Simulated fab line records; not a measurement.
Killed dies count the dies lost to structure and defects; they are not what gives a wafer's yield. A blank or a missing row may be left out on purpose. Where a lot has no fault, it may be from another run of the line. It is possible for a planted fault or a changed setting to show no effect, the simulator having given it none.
Check of tool commonality :: flow berkeleyCmos170 :: Lots sampled 13, wafers sampled 39

REASON IT WAS OPENED
At UCB170_GATE_CD_MEAS_12 the reading cdNm is flagged on 1 of 13 lots. No-fault wafers: 349.5 nm, standard deviation 1.5.
Rule: flag the lot when none of its wafers has a number, or when each of its wafers that has one lies beyond 4 standard deviations from that mean. The rest of the lots are taken to be sound.

lot: L105
measured: day 6 22:28
on: cdSem-01
cdNm (nm), wafer by wafer: 348.4 347.3 348.6
flag: 

lot: L106
measured: day 7 08:13
on: cdSem-01
cdNm (nm), wafer by wafer: 350.1 351.8 351.0
flag: 

lot: L110
measured: day 7 22:31
on: cdSem-01
cdNm (nm), wafer by wafer: 350.3 350.5 348.7
flag: 

lot: L108
measured: day 7 22:47
on: cdSem-02
cdNm (nm), wafer by wafer: 348.8 349.5 347.8
flag: 

lot: L111
measured: day 7 22:48
on: cdSem-01
cdNm (nm), wafer by wafer: 350.7 351.2 351.7
flag: 

lot: L109
measured: day 7 23:03
on: cdSem-02
cdNm (nm), wafer by wafer: 373.4 374.6 373.7
flag: FLAGGED

lot: L118
measured: day 9 11:49
on: cdSem-02
cdNm (nm), wafer by wafer: 349.2 350.4 349.9
flag: 

lot: L119
measured: day 10 02:28
on: cdSem-02
cdNm (nm), wafer by wafer: 349.2 349.1 347.7
flag: 

lot: L121
measured: day 10 08:13
on: cdSem-02
cdNm (nm), wafer by wafer: 347.1 348.1 348.0
flag: 

lot: L120
measured: day 10 08:20
on: cdSem-02
cdNm (nm), wafer by wafer: 347.2 346.0 346.3
flag: 

lot: L122
measured: day 10 17:45
on: cdSem-02
cdNm (nm), wafer by wafer: 352.1 350.9 351.0
flag: 

lot: L123
measured: day 10 17:59
on: cdSem-01
cdNm (nm), wafer by wafer: 350.2 349.2 350.9
flag: 

lot: L124
measured: day 11 01:28
on: cdSem-02
cdNm (nm), wafer by wafer: 348.4 348.3 348.6
flag: 
Average over the flagged lots: 373.9 nm; offset from the usual +24.4 nm, equal to +16 standard deviations.

WHICH TOOL RAN EACH LOT
The record keeps 1 process step preceding the reading, out of 331 steps on the route. Every cell lists first the tool, next ch and the chambers used by the sampled wafers, and last the start.
lot: L105
flag: 
UCB170_GATE_EXPOSE_09: krfScanner-02 ch 0, day 6 21:45

lot: L106
flag: 
UCB170_GATE_EXPOSE_09: krfScanner-02 ch 0, day 7 07:35

lot: L110
flag: 
UCB170_GATE_EXPOSE_09: krfScanner-01 ch 0, day 7 21:53

lot: L108
flag: 
UCB170_GATE_EXPOSE_09: krfScanner-02 ch 0, day 7 22:14

lot: L111
flag: 
UCB170_GATE_EXPOSE_09: krfScanner-02 ch 0, day 7 22:10

lot: L109
flag: FLAGGED
UCB170_GATE_EXPOSE_09: krfScanner-01 ch 0, day 7 22:30

lot: L118
flag: 
UCB170_GATE_EXPOSE_09: krfScanner-02 ch 0, day 9 11:05

lot: L119
flag: 
UCB170_GATE_EXPOSE_09: krfScanner-02 ch 0, day 10 02:04

lot: L121
flag: 
UCB170_GATE_EXPOSE_09: krfScanner-01 ch 0, day 10 07:46

lot: L120
flag: 
UCB170_GATE_EXPOSE_09: krfScanner-01 ch 0, day 10 07:52

lot: L122
flag: 
UCB170_GATE_EXPOSE_09: krfScanner-01 ch 0, day 10 17:22

lot: L123
flag: 
UCB170_GATE_EXPOSE_09: krfScanner-02 ch 0, day 10 17:36

lot: L124
flag: 
UCB170_GATE_EXPOSE_09: krfScanner-02 ch 0, day 11 01:04
What these steps do:
- UCB170_GATE_EXPOSE_09: exposes mask POLY, target cd 350 nm.
- UCB170_GATE_CD_MEAS_12: target cd 350 nm.

FLAGGED OVER TOTAL, TOOL BY TOOL (the gauges that took the reading come last)
step: UCB170_GATE_EXPOSE_09
tool: krfScanner-01
lots run: 5
flagged: 1
share of the flagged lots: all
sound lots run after its first flagged lot: 3 (L121,L120,L122)

step: UCB170_GATE_EXPOSE_09
tool: krfScanner-02
lots run: 8
flagged: 0
share of the flagged lots: none
sound lots run after its first flagged lot: -

step: UCB170_GATE_CD_MEAS_12
tool: cdSem-01
lots run: 5
flagged: 0
share of the flagged lots: none
sound lots run after its first flagged lot: -

step: UCB170_GATE_CD_MEAS_12
tool: cdSem-02
lots run: 8
flagged: 1
share of the flagged lots: all
sound lots run after its first flagged lot: 6 (L118,L119,L121,L120,L122,L124)

WHAT THE TABLE ALLOWS
Rows of the table that ran all the flagged lots, 2 in number: krfScanner-01 at UCB170_GATE_EXPOSE_09; cdSem-02 at UCB170_GATE_CD_MEAS_12.
- krfScanner-01 at UCB170_GATE_EXPOSE_09 ran 5 lots, 1 of them flagged. After the first flagged lot (L121, L120, L122), sound lots still ran on it; a lasting fault on the whole tool would not permit that.
- cdSem-02 at UCB170_GATE_CD_MEAS_12 ran 8 lots, 1 of them flagged. After the first flagged lot (L118, L119, L121, L120, L122, L124), sound lots still ran on it; a lasting fault on the whole tool would not permit that.
None of the table's rows ran every flagged lot and, after the first, no sound lot.

WHAT WAS PUT IN BY THE SIMULATOR
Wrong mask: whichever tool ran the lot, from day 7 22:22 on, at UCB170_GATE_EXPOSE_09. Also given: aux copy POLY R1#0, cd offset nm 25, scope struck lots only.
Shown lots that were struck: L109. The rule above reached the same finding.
